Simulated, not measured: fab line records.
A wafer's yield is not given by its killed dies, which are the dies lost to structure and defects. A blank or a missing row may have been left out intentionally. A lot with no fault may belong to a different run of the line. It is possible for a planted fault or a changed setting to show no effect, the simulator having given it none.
The same fault as seen by 2 desks ; flow berkeley cmos170 ; every desk sees just its own numbers, and what lay behind them comes last

FROM THE METROLOGY DESK
What the gauges read for every lot (on any tool): the sampled wafers with a number, averaged. Any lot whose mean is over 4 standard deviations away from the usual mean is out of limits and marked OUT; that distance is given in the brackets. Readings shown: 7 of its 11, picked as those furthest out on some lot.
Columns: A = cd nm at UCB170_V1_CD_MEAS_12, usual 699.9 nm; B = V1_OVL at UCB170_V1_OVL_MEAS_13, usual 0 nm; C = cd nm at UCB170_V1_CD_MEAS_90, usual 699.8 nm; D = M2_AL_RS at UCB170_M2_RS_MEAS_02, usual 0.0322 ohm/sq; E = M2_AL_THK at UCB170_M2_THK_MEAS_03, usual 908 nm; F = cd nm at UCB170_M2_CD_MEAS_90, usual 699.6 nm; G = V2_POLISHED_THK at UCB170_V2_THK_MEAS_04, usual 1000.1 nm
lot;first seen here;A;B;C;D;E;F;G
L323;day 8 08:45;698.5;2;698.3;0.0329;878;697.6;998.8
L322;day 8 10:17;699.7;-5;699.1;0.0320;918;700.2;999.5
L336;day 10 22:15;700.2;-4;700.1;0.0314;935;700.3;1001.7
L332;day 10 22:53;699.1;-12;698.7;0.0313;939;700.4;1000.5
L343;day 12 08:04;700.5;-11;700.5;0.0321;918;702.6;1001.8
L344;day 12 19:38;697.7;-4;697.5;0.0320;920;696.3;999.9
This desk's finding: nothing out of limits on any of the 6 lots.

FOR THE TOOL OWNER'S DESK: pvd sputter-02
The tool's own readings at UCB170_M2_SPUTTER_01 (material Al, target thk 900 nm, time 120 s): means of the sampled wafers that have a number, for each lot that ran on this tool. Any lot whose mean is over 4 standard deviations away from the usual mean is out of limits and marked OUT; that distance is given in the brackets.
Columns: A = cathode dc power W at UCB170_M2_SPUTTER_01, usual 5999.8 W; B = throttle valve pct at UCB170_M2_SPUTTER_01, usual 29.9 %
lot;first seen here;A;B
L336;day 10 22:52;6129.4 (+99 or more) OUT;29.9
L332;day 10 23:31;6128.2 (+99 or more) OUT;30.5
This desk's finding: out of limits on L332, L336; first on L336, day 10 22:52 (cathode dc power W at UCB170_M2_SPUTTER_01). In limits: none.

ALL TOGETHER
The tool owner's desk could have raised an alarm at day 10 22:52, on L332, L336.
At the metrology desk, nothing out of limits was observed.
The metrology desk holds a record of L332, L336, inside its limits.
UCB170_M2_SPUTTER_01 was run on pvd sputter-02 by each of the lots named.

WHAT THE SIMULATOR HAD INSERTED
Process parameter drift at UCB170_M2_SPUTTER_01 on pvd sputter-02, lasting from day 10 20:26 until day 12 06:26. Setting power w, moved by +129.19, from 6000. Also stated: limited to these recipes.
Lots struck among those shown: L332, L336.
Time in hours from fault onset to the first out-of-limits reading at each desk: the tool owner's desk, 2.
